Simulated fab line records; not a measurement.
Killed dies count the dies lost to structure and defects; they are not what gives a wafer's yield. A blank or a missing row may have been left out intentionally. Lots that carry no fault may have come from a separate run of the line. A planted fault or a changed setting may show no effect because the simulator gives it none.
Split-lot study ; flow rit cmos ; 5 lots, 23 wafers read, on a route of 202 steps

THE SPLIT ITSELF
At RIT_PSD_COAT_01 (resist thk 1000 nm), the setting spin rpm was moved away from the recipe's 3250 rpm on 12 of the 23 wafers read, by -5.2% to +6.1%. All remaining wafers had this setting at the recipe value.

The split's own step is where the reading is taken.

THE READING
NOVOLAK_of_PSD_COAT_01.thk nm (the simulator's own value, which no gauge read), in nm, at RIT_PSD_COAT_01 (resist thk 1000 nm). The file does not state a usual value for it. Across the 11 wafers here that went through the recipe, the average is 1000.7 nm and the standard deviation 2.3 nm.

wafer;tool, chamber at the split;spin rpm as run, rpm;against the recipe;NOVOLAK_of_PSD_COAT_01.thk nm, nm;against lot-mates on the recipe
L075.1;litho track-01, 0;3250;recipe;998;-
L075.2;litho track-01, 0;3250;recipe;1001;-
L075.3;litho track-01, 0;3095;-4.8%;1024;+24.5
L075.4;litho track-01, 0;3095;-4.8%;1023;+23.5
L075.6;litho track-01, 0;3095;-4.8%;1021;+21.5
L076.2;litho track-04, 0;3412;+5.0%;976.3;-25.7
L076.3;litho track-04, 0;3412;+5.0%;978.9;-23.1
L076.4;litho track-04, 0;3412;+5.0%;976.1;-25.9
L076.5;litho track-04, 0;3250;recipe;1003;-
L076.6;litho track-04, 0;3250;recipe;1001;-
L079.2;litho track-04, 0;3082;-5.2%;1029;+26.5
L079.3;litho track-04, 0;3082;-5.2%;1031;+28.5
L079.4;litho track-04, 0;3250;recipe;1002;-
L079.5;litho track-04, 0;3082;-5.2%;1027;+24.5
L079.6;litho track-04, 0;3250;recipe;1003;-
L080.2;litho track-04, 0;3250;recipe;1001;-
L080.3;litho track-04, 0;3449;+6.1%;970.6;-31.4
L080.4;litho track-04, 0;3449;+6.1%;971.9;-30.1
L080.5;litho track-04, 0;3449;+6.1%;977;-25.0
L080.6;litho track-04, 0;3250;recipe;1003;-
L085.2;litho track-04, 0;3250;recipe;998.3;-
L085.3;litho track-04, 0;3250;recipe;1002;-
L085.4;litho track-04, 0;3250;recipe;995.7;-

FIT RESULTS
A straight line over all 23 wafers: NOVOLAK_of_PSD_COAT_01.thk nm changes by -4.81 nm for each +1% of spin rpm; r = -0.99; the points scatter about the line by 2.6 nm.
The same after taking each lot's own level away (the mean of its wafers on the recipe; 23 wafers): -4.9 nm for each +1%; r = -1.00; scatter 1.9 nm.
According to that fit, moving spin rpm by its largest amount changes the reading by 30 nm.
The span of the lots' own levels, 998.67 to 1002.50 nm, comes to 1.7 times the standard deviation stated above.
Hence the lot-to-lot level has little effect on the slope; both slopes agree.
Check: for one of the wafers moved furthest among these (+6.1%), held out of the fit, the line's prediction against its lot-mates is -29.5 nm. Against them it came out at -31.4 nm.

THE OTHER SPLITS THESE WAFERS WENT THROUGH
Other splits were also applied to these wafers ahead of the reading. Each is held against what the fit with the lots' levels taken away leaves over:
other split on the same wafers;wafers away from the commonest value;r with NOVOLAK_of_PSD_COAT_01.thk nm (lot level and that fit taken away)
RIT_GATE_DEVELOP_15 develop time s;6;-0.29
RIT_PLDD_COAT_01 resist thk nm;5;-0.18
RIT_PLDD_IMPLANT_08 energy kev;10;-0.11

FILE'S OWN FIT
NOVOLAK_of_PSD_COAT_01.thk nm changes by -4.91 nm for each +1% of spin rpm, r = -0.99.
